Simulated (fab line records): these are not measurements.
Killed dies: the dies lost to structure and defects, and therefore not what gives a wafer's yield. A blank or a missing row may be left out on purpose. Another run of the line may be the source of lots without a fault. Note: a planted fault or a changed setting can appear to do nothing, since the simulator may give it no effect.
fab line records ; flow berkeley_cmos170
[record] lots = 14; wafers = 42; last_day = 11
route steps=331 shown SPACER@174
lots that met no fault: from a run of the same line without faults
start_h: hours from the record's opening day to when the first of the lot's shown wafers began ; wait_h: time in hours since the lot's previous step ; " unchanged from the row above ; L1.1+2: one row covering several wafers at once ; - no value, or no start given ; * or withheld: withheld ; < > ~ a bound
route shown NAME@n: a module of which the file shows steps, and the number in the route of the first ; usual: average and standard deviation across the fault-free wafers ; same: alike in all rows ; chamber/n: place in a boat ; sites: readings site by site ; _std_site: the standard deviation of these ; _edge_site: mean of outer sites minus mean of inner sites ; radius_mm: how far each site lies from the wafer's centre ; mask NAME#n: copy n ; behind: the tool/chamber that last shaped the wafer ; hold: why the lot was held/for how many hours/how that ended ; device: names the non-switching transistor (n, p or np) ; end of line: the route-end tests of the same wafers ; for a step that has no rows: nothing shown but its recipe ; killed: not the wafer's yield, but the dies lost to structure and defects at the first sort ; map: dies across one wafer; x = killed, . = not, _ = none there
set.NAME: the run value of the setting; set.NAME@STEP: its run value at that earlier step ; model.NAME: the simulator's own value behind a step, which no gauge read
the route's steps for a sample of lots (tables are steps, rows are wafers)
services: the hour from which a tool's chamber was out of use, counted from the record's first day as start_h (under 0 if before that day), plus the number of hours and why
[[steps]]
[step UCB170_SPACER_ETCHBACK_03]
[recipe] stop_on = Si; target = SiO2; chemistry = CHF3/CF4/Ar; CHF3_flow_sccm = 50; cf4_flow_sccm = 10; Ar_flow_sccm = 120; pressure_mtorr = 200; rf_w = 500; target_depth_a = 3760; time_s = 100
[usual] drypump_motor_current_A = 5.8/0.51; oes_product_au = 0.900/0.016; run_length_s = 128.4/0.47; throttle_valve_pct = 6.45/0.11
lot.wafer;tool;chamber;start_h;wait_h;drypump_motor_current_A;oes_product_au;rf_hours_counter_h;run_length_s;throttle_valve_pct
L799.1;rie_diel-02;2;132.71;0.0;6.6;0.885;91;128.2;6.32
L799.4;rie_diel-02;3;132.71;0.0;6.3;0.931;156;128.7;6.59
L799.6;rie_diel-02;3;132.71;0.0;6.3;0.910;-;128.7;6.60
L800.3;rie_diel-04;1;132.71;0.0;5.9;0.899;40;128.4;6.44
L800.5;rie_diel-04;1;132.71;0.0;5.9;0.914;-;129.1;6.44
L800.6;rie_diel-04;2;132.71;0.0;5.3;0.900;-;128.1;6.36
L801.2;rie_diel-03;1;132.71;0.0;5.3;0.886;3;128.5;6.45
L801.3;rie_diel-03;3;132.71;0.0;6.6;0.902;129;128.2;6.35
L801.6;rie_diel-03;2;132.71;0.0;5.3;0.882;-;128.4;6.58
L802.1;rie_diel-03;0;160.20;0.0;5.5;0.893;101;127.4;6.54
L802.3;rie_diel-03;2;160.20;0.0;5.3;0.884;9;128.4;6.59
L802.4;rie_diel-03;1;160.20;0.0;5.3;0.899;5;128.7;6.46
L803.3;rie_diel-02;3;160.21;0.0;6.3;0.896;0;129.2;6.61
L803.5;rie_diel-02;3;160.21;0.0;6.3;0.911;-;128.6;6.60
L803.6;rie_diel-02;0;160.21;0.0;5.4;0.894;-;129.1;6.55
L804.1;rie_diel-03;2;160.28;0.1;5.3;0.874;9;128.5;6.58
L804.5;rie_diel-03;1;160.28;0.1;5.3;0.892;-;128.5;6.44
L804.6;rie_diel-03;0;160.28;0.1;5.6;0.918;-;128.0;6.53
L808.2;rie_diel-04;3;196.60;0.0;6.5;1.003;31;89.2;6.41
L808.5;rie_diel-04;0;196.60;0.0;5.7;0.982;-;88.5;6.62
L808.6;rie_diel-04;3;196.60;0.0;6.5;0.998;-;89.4;6.43
L810.2;rie_diel-04;2;196.67;0.1;5.3;0.998;1;88.1;6.38
L810.4;rie_diel-04;0;196.67;0.1;5.7;0.982;94;89.4;6.63
L810.5;rie_diel-04;0;196.67;0.1;5.6;0.978;-;88.5;6.61
L813.2;rie_diel-04;0;201.11;0.0;5.7;0.988;94;88.5;6.62
L813.3;rie_diel-04;2;201.11;0.0;5.3;0.991;1;88.0;6.37
L813.6;rie_diel-04;2;201.11;0.0;5.3;1.001;-;88.2;6.38
L816.2;rie_diel-03;2;218.61;0.0;5.3;0.887;11;128.4;6.59
L816.3;rie_diel-03;3;218.61;0.0;6.6;0.932;134;128.0;6.36
L816.6;rie_diel-03;0;218.61;0.0;5.6;0.911;-;127.8;6.54
L817.2;rie_diel-02;3;218.61;0.0;6.4;0.909;2;128.8;6.59
L817.3;rie_diel-02;2;218.61;0.0;6.6;0.887;95;128.0;6.31
L817.4;rie_diel-02;1;218.61;0.0;5.6;0.906;-;128.5;6.22
L819.2;rie_diel-03;0;238.93;0.0;5.5;0.899;104;128.3;6.52
L819.4;rie_diel-03;1;238.93;0.0;5.3;0.885;8;128.9;6.48
L819.5;rie_diel-03;0;238.93;0.0;5.5;0.914;-;127.6;6.53
L818.2;rie_diel-02;2;238.97;0.0;6.6;0.868;-;128.1;6.32
L818.3;rie_diel-02;2;238.97;0.0;6.6;0.880;-;128.0;6.32
L818.4;rie_diel-02;2;238.97;0.0;6.6;0.885;-;128.1;6.30
L822.1;rie_diel-03;3;239.00;0.1;6.5;0.915;135;127.7;6.37
L822.4;rie_diel-03;0;239.00;0.1;5.5;0.906;104;127.5;6.53
L822.5;rie_diel-03;2;239.00;0.1;5.3;0.898;-;128.4;6.58
[[services]]
tool;chamber;start_h;hours;kind
rie_diel-04;3;121.91;8.7;repair
rie_diel-02;3;134.58;-;clean
rie_diel-02;3;134.58;23.2;scheduled_down
rie_diel-02;3;134.58;23.2;vent_cycle
rie_diel-04;2;138.81;-;clean
rie_diel-04;2;138.81;16.3;scheduled_down
rie_diel-04;2;138.81;16.3;vent_cycle
rie_diel-04;-;157.39;0.2;repair
rie_diel-04;-;157.63;11.1;repair
rie_diel-03;2;172.94;6.4;repair
rie_diel-02;0;216.66;5.1;repair
rie_diel-02;3;220.19;25.9;repair
rie_diel-04;0;221.66;2.2;repair
rie_diel-03;-;222.48;1.5;repair
rie_diel-02;2;223.53;10.1;repair
rie_diel-02;-;230.19;0.6;repair
rie_diel-02;1;232.70;8.4;repair
rie_diel-02;0;238.35;9.4;repair
[[key]]
[first_sign] step = UCB170_SPACER_ETCHBACK_03; reading = run_length_s; direction = down; sigmas = 85; usual = *; struck = *
[effect] step = UCB170_SPACER_ETCHBACK_03; reading = oes_product_au; direction = up; sigmas = 5.6; usual = 0.900; struck = 0.991
met_at UCB170_SPACER_ETCHBACK_03
struck_lots L808,L810,L813
later_rows_left_out L808.2,L808.5,L808.6,L810.2,L810.4,L810.5,L813.2,L813.3,L813.6
sort_left_out L808.2,L808.5,L808.6,L810.2,L810.4,L810.5,L813.2,L813.3,L813.6
tester_left_out L808,L810,L813
[fault] kind = process_parameter_drift; tool = rie_diel-04; chamber = -; onset_h = 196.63; steps = UCB170_SPACER_ETCHBACK_03; channel = time_s; offset = *; shape = step; end_h = 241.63; acts_in = *; stated = *
// tester_left_out: of these lots the tester's yield and bins aren't shown, on N5 and GAA mostly nor the transistor test; their killed dies are dies lost to structure and defects alone, not to doping, threshold or leakage, so they don't give the yield
// sort_left_out: the simulated sort isn't trusted on such a fault, so these wafers' sort isn't shown, and their yield isn't known
// later_rows_left_out: the simulator's readings of these wafers behind a module that went badly wrong aren't trusted and aren't shown, but for the sort
